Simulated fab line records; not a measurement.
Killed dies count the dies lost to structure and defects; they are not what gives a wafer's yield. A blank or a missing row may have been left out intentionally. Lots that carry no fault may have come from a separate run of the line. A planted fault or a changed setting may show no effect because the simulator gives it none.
2 desks, one fault || flow rit_cmos || each desk has only its own numbers; what lay behind them comes last

THE METROLOGY DESK
What the gauges read, lot by lot, whatever tool the lot ran on: means of the sampled wafers that have a number. The brackets show how far a lot's mean lies from the usual mean; more than 4 standard deviations puts the lot out of limits, marked OUT. It has 10 readings; the 7 that lie furthest out on some lot are the ones shown.
Columns: A = cd_nm at RIT_ACTIVE_CD_MEAS_90, usual 1399.5 nm; B = FOX2_OXIDE_THK at RIT_FOX2_THK_MEAS_01, usual 350 nm; C = FIELD_OXIDE_LEFT_1_THK at RIT_FOX2_THK_MEAS_90, usual 323 nm; D = NWELL_OVL at RIT_NWELL_OVL_MEAS_06, usual -0.1 nm; E = NWELL_TW at RIT_NWELL_TW_MEAS_10, usual 2146; F = PWELL_TW at RIT_PWELL_TW_MEAS_10, usual 952; G = NWELL_RS at RIT_WELLDRIVE_RS_MEAS_01, usual 275.5 ohm/sq
{"lot": "L823", "first seen here": "day 2 02:35", "A": 1399.8, "B": 350, "C": 323, "D": -0.6, "E": 2144, "F": 950, "G": 274.7}
{"lot": "L825", "first seen here": "day 2 14:42", "A": 1396.8, "B": 350, "C": 322, "D": 1.6, "E": 2156, "F": 955, "G": 275.7}
{"lot": "L841", "first seen here": "day 6 00:47", "A": 1401.2, "B": 349, "C": 311, "D": 0.5, "E": 2119, "F": 944, "G": 274.9}
{"lot": "L842", "first seen here": "day 6 01:55", "A": 1394.1, "B": 355, "C": 327, "D": -1.6, "E": 2128, "F": 942, "G": 274.2}
{"lot": "L843", "first seen here": "day 6 05:23", "A": 1399.7, "B": 340, "C": 312, "D": -1.1, "E": 2115, "F": 944, "G": 275.8}
This desk found nothing out of limits on any of the 5 lots.

FOR THE TOOL OWNER'S DESK: wet_bench-02
The tool's own readings at RIT_FOX2_WET_ETCH_03 (etches Si3N4 in H3PO4, target depth 195 nm, time 2700 s): means of the sampled wafers that have a number, for each lot that ran on this tool. The brackets show how far a lot's mean lies from the usual mean; more than 4 standard deviations puts the lot out of limits, marked OUT.
Columns: A = run_length_s at RIT_FOX2_WET_ETCH_03, usual 2727 s
{"lot": "L823", "first seen here": "day 2 13:49", "A": 2724}
{"lot": "L841", "first seen here": "day 6 04:18", "A": "5426 (+99 or more) OUT"}
Finding of this desk: L841 out of limits; the first was L841 at day 6 04:18, on run_length_s at RIT_FOX2_WET_ETCH_03. Within limits: L823.

BROUGHT TOGETHER
The tool owner's desk could have raised an alarm at day 6 04:18, on L841.
Metrology desk: nothing out of limits seen.
The metrology desk holds a record of L841, inside its limits.
On wet_bench-02, each named lot ran RIT_FOX2_WET_ETCH_03.

WHAT THE SIMULATOR HAD PUT IN
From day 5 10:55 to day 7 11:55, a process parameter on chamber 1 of wet_bench-02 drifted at RIT_FOX2_WET_ETCH_03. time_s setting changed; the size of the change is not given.
Lots struck among those shown: L841.
Time in hours from fault onset to the first out-of-limits reading at each desk: the tool owner's desk, 17.
